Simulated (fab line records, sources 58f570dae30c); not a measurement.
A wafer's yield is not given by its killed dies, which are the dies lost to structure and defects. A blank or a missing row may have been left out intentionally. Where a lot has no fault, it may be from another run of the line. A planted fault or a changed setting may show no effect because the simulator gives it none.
Which tool is to blame? | flow berkeley_cmos170 | 15 lots with 45 wafers sampled at 2 steps, on a route of 331 steps

## WHAT EACH GAUGE READ, for each wafer
UCB170_NVT_TW_MEAS_09.
lot  | measured    | on            | NVT_TW
L802 | day 5 02:44 | film_metro-02 | 513 512 513
L804 | day 5 19:00 | film_metro-04 | 508 507 507
L803 | day 5 19:26 | film_metro-02 | 512 510 513
L805 | day 5 23:51 | film_metro-04 | 508 510 509
L806 | day 6 07:57 | film_metro-02 | 516 519 515
L807 | day 6 08:20 | film_metro-02 | 515 515 515
L808 | day 6 17:53 | film_metro-02 | 519 516 518
L810 | day 7 03:27 | film_metro-02 | 515 515 513
L812 | day 7 07:37 | film_metro-03 | 525 524 530
L811 | day 7 07:55 | film_metro-04 | 513 509 515
L813 | day 7 23:16 | film_metro-04 | 509 512 511
L814 | day 7 23:29 | film_metro-03 | 525 521 523
L817 | day 8 08:56 | film_metro-03 | 575 580 575 577 579 578
L818 | day 8 23:36 | film_metro-04 | 564 563 564 565 567 563
L820 | day 9 08:55 | film_metro-03 | 577 575 577 579 579 578

## EACH LOT AND THE TOOL THAT RAN IT (in order: tool; ch and the chambers of the sampled wafers; start)
lot  | UCB170_NVT_IMPLANT_07
L802 | implanter-03 ch 0, day 5 02:30
L804 | implanter-04 ch 0, day 5 18:45
L803 | implanter-01 ch 0, day 5 19:11
L805 | implanter-01 ch 0, day 5 23:38
L806 | implanter-04 ch 0, day 6 07:42
L807 | implanter-03 ch 0, day 6 08:05
L808 | implanter-03 ch 0, day 6 17:38
L810 | implanter-04 ch 0, day 7 03:12
L812 | implanter-01 ch 0, day 7 07:22
L811 | implanter-03 ch 0, day 7 07:43
L813 | implanter-01 ch 0, day 7 23:01
L814 | implanter-01 ch 0, day 7 23:16
L817 | implanter-01 ch 0, day 8 08:43
L818 | implanter-01 ch 0, day 8 23:23
L820 | implanter-01 ch 0, day 9 08:42
- UCB170_NVT_IMPLANT_07

## WHAT THE TOOLS THEMSELVES READ (means of the sampled wafers that have a number; where no wafer has one, the mark that the record gives instead)
UCB170_NVT_IMPLANT_07.
lot  | tool         | dose_ions_cm2 | faraday_current_uA
L802 | implanter-03 | 3e+12         | 9.56
L804 | implanter-04 | 3e+12         | 9.56
L803 | implanter-01 | 3e+12         | 9.65
L805 | implanter-01 | 3e+12         | 9.61
L806 | implanter-04 | 3e+12         | 9.46
L807 | implanter-03 | 3e+12         | 9.34
L808 | implanter-03 | 3e+12         | 9.43
L810 | implanter-04 | 3e+12         | 9.61
L812 | implanter-01 | 3e+12         | 9.58
L811 | implanter-03 | 3e+12         | 9.46
L813 | implanter-01 | 3e+12         | 9.56
L814 | implanter-01 | 3e+12         | 9.51
L817 | implanter-01 | 4e+12         | 12.79
L818 | implanter-01 | 4e+12         | 13.09
L820 | implanter-01 | 4e+12         | 13.13

## THE ANSWER, worked out from the rows above alone
Rule: the lots themselves supply what counts as usual. The widest of any qualifying gaps counts: lots, ordered by their means at a reading, are off when they make up no more than a third of the lots, leave a main group of 4 or more, and stand apart from it by 3 or more times the standard deviation of that group's means. The tables above print the reading to a certain number of digits; a main group whose means all agree to those digits is not used. A lot without any number at a reading at which 4 lots or more have one is off too. All remaining lots with rows at the step are treated as sound. After the gauges, taken in route order, come the tools' own readings; for these a lot's mean is taken, as printed above. At the first step where some lot is off, the reading lying furthest off is the one used; lots without a number count as furthest.
Off: L817, L818, L820, at UCB170_NVT_TW_MEAS_09 (NVT_TW). The main group has a mean of 515 with a standard deviation of 5.3.
If a tool, at a process step before that reading, ran all the lots that are off and no sound lot after the first of them, it fits. The gauges at UCB170_NVT_TW_MEAS_09 aren't tried: what is off there is off at UCB170_NVT_IMPLANT_07 too, on other tools, and a gauge's error can't cause that. One candidate fits, namely implanter-01 at UCB170_NVT_IMPLANT_07. Its last sound lot is L814 (day 7 23:16), its first lot that is off L817 (day 8 08:43): a fault that began between those two fits.
The tool's own readings at UCB170_NVT_IMPLANT_07 bear it out: on the lots that are off they differ by more than 5 times the standard deviation of the sound lots' means. dose_ions_cm2 reads 4e+12 there against 3e+12 on the sound lots; faraday_current_uA reads 13.00 there against 9.53 on the sound lots.

## WHAT THE SIMULATOR HAD INSERTED
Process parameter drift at UCB170_NVT_IMPLANT_07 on implanter-01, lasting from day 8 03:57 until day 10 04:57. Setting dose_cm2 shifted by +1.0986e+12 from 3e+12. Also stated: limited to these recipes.
Struck lots among those shown: L817, L818, L820. The rule above reached the same finding.
